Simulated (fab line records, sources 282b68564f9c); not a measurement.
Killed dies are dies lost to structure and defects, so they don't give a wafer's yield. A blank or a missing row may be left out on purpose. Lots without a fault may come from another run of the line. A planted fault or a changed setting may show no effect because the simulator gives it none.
A struck lot beside a sound one | flow rit_cmos | 15 steps out of a route of 202
Sound: wafers L898.2, L898.3, L898.5. Struck: wafers L907.3, L907.5, L907.6. The cause comes at the end.
At each step with rows: each side's tool, then ch and its chambers, then its first start. Under that, the readings that differ: sound wafers | struck wafers | difference of the means | sigmas: that difference in standard deviations of wafers without a fault.
alike: readings whose means differ by less than 2 such deviations, and words and numbers that are the same on both sides. not compared: withheld readings, readings that some wafer has no value for, bounds like >300 that may hide the same value, and numbers for which the record gives no deviation and whose values overlap.
The two part at a step that has a row with sigmas, a row that says differs or no value, or rows on one side only. Numbers that don't overlap but have no deviation are shown without sigmas and don't part them. A reading that every wafer of one side lacks parts them only if that side has two wafers or more.

RIT_PWELL_TW_MEAS_10:
  sound on film_metro-04, day 2 09:01; struck on film_metro-04, day 4 02:39
  alike: PWELL_TW
then, 1 step without rows for these wafers: RIT_WELLDRIVE_ANNEAL_00 (time 14700 s).
RIT_WELLDRIVE_RS_MEAS_01: measures by four-point-probe.
  sound on film_metro-04, day 2 14:31; struck on film_metro-04, day 4 08:20
  alike: NWELL_RS
RIT_WELLDRIVE_RS_MEAS_02: measures by four-point-probe.
  sound on film_metro-04, day 2 14:38; struck on film_metro-04, day 4 08:28
  alike: PWELL_RS
then, 6 steps without rows for these wafers: RIT_NRETRO_HMDS_00 (prime time 60 s); RIT_NRETRO_COAT_01 (resist thk 1300 nm); RIT_NRETRO_SOFTBAKE_02 (time 60 s); RIT_NRETRO_EXPOSE_03 (exposes mask M4, target cd 43900 nm); RIT_NRETRO_PEB_04; RIT_NRETRO_DEVELOP_05 (develop time 68 s).
RIT_NRETRO_OVL_MEAS_06:
  sound on overlay-01, day 2 15:44; struck on overlay-02, day 4 09:26
  alike: NRETRO_OVL
then, 1 step without rows for these wafers: RIT_NRETRO_HARDBAKE_07 (time 120 s).
RIT_NRETRO_IMPLANT_08:
  sound on implanter-01 ch 0, day 2 16:02; struck on implanter-04 ch 0, day 4 09:46
  reading            | sound             | struck            | difference | sigmas
  tilt_deg (degrees) | 7.040 7.018 7.019 | 8.331 8.299 8.341 | +1.298     | +65
RIT_NRETRO_STRIP_09: strips in O2, time 180 s.
  sound on plasma_asher-02 ch 0,1, day 2 16:10; struck on plasma_asher-03 ch 0,1, day 4 09:55
  alike: chamber_pressure_mTorr, drypump_motor_current_A, rf_refl_power_W
  not compared: rf_hours_counter_h
RIT_M1_PROBE_99:
  the record has rows for the struck wafers here (prober-01, day 5 15:18) and none for the sound ones

WHERE THEY PART
First at RIT_NRETRO_IMPLANT_08; last, within this record, at RIT_M1_PROBE_99.

WHY: what the simulator had put in
Process parameter drift: implanter-04, from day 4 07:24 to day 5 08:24, at RIT_NRETRO_IMPLANT_08. Setting tilt_deg, moved by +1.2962, from 7. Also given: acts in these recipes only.
